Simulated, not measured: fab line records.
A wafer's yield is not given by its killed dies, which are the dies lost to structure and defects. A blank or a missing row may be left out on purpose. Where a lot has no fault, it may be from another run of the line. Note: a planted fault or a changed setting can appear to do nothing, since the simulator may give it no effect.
Problem report in the 8D (eight disciplines) form, filled by code / flow rit_cmos / the parts of the form that need people (team, actions taken, sign-off) are left out

1. WHAT WENT WRONG
Wafers free of any fault read 2350 (standard deviation 20) for PLDD_TW at RIT_PLDD_TW_MEAS_10, against a mean of 2039 on 6 wafers of 2 lots. Relative to the usual mean, that is a shift of -16 standard deviations.
The first sign was on wafer L674.1 at day 4 11:41, on film_metro-01. At this step, 42 wafers from 14 lots have a number in the record. Rule for "out" (also "out of limits"): further than 4 standard deviations from the usual mean. Any other wafer with a number is counted as sound.

2. WHAT IT IS; WHAT IT IS NOT
question=which readings at this step | is=PLDD_TW | is not=-
question=which lots | is=L674, L677 | is not=L667, L668, L669, L671, L682, L683, L684, L685, L686, L688, L689, L690
question=which wafers of those lots | is=all that have a number | is not=-
question=read on which gauges | is=film_metro-01, film_metro-02 | is not=film_metro-04
question=when | is=from day 4 11:41 | is not=up to then (12 sound wafers); but 24 sound wafers of L682, L683, L684, L685, L686, L688, L689, L690 came after

3. SUSPECTS, AND WHAT RULES EACH OUT
Counting: a tool at a process step up to the reading stays a suspect if it ran every lot that is out and no sound lot after the first of them.
- the gauge at RIT_PLDD_TW_MEAS_10 has been ruled out. Those wafers that are out were read across 2 gauges (film_metro-01, film_metro-02).
- implanter-03 at RIT_PLDD_IMPLANT_08: ruled out as a lasting fault. After its first lot that is out, L674 (day 4 11:22), sound lots L689 ran on it.
Left after counting: nothing in the record.

4. THE CAUSE (what the simulator had put in)
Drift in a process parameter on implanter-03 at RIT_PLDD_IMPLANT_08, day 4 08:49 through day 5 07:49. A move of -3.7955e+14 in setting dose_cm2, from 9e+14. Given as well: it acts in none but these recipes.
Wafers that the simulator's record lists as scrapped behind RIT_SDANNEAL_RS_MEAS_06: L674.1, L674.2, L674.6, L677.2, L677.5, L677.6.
The count ruled it out by mistake, since the rule takes a fault to strike every lot its tool runs from the start of the fault on, and this one did not do so.

5. THE CHAIN OF EFFECTS, in route order
Each row: a reading whose mean over the struck wafers that have a number lies more than 3 standard deviations from the usual. Only readings for which the record gives a usual standard deviation are gone through. hours: the time from each lot's start at the first step in this table that gives one to its start at this step, as a median over the lots. sigmas: the change in usual standard deviations.
hours=0; step=RIT_PLDD_IMPLANT_08; reading=dose_ions_cm2; usual=8.999e+14; on struck wafers=5.211e+14; change=-3.788e+14; sigmas=-99 or more
hours=0; step=RIT_PLDD_IMPLANT_08; reading=faraday_current_uA; usual=2823; on struck wafers=1673; change=-1150; sigmas=-19
hours=0; step=RIT_PLDD_TW_MEAS_10; reading=PLDD_TW; usual=2350; on struck wafers=2039; change=-311; sigmas=-16
hours=11; step=RIT_SDANNEAL_RS_MEAS_06; reading=PLDD_RS; usual=178.8 ohm/sq; on struck wafers=245.7; change=+66.9; sigmas=+99 or more
The process steps in it:
- RIT_PLDD_IMPLANT_08

6. HOW IT WOULD HAVE BEEN CAUGHT EARLIER
Counted from the fault's start at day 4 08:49, it took 3 hours until the first out-of-limits reading at a measuring or inspecting step in this record, taken at day 4 11:41.
The tool's own readings at RIT_PLDD_IMPLANT_08 were out on every struck wafer that the step has a row for (dose_ions_cm2, faraday_current_uA): an alarm limit on them would have fired on the first of those.
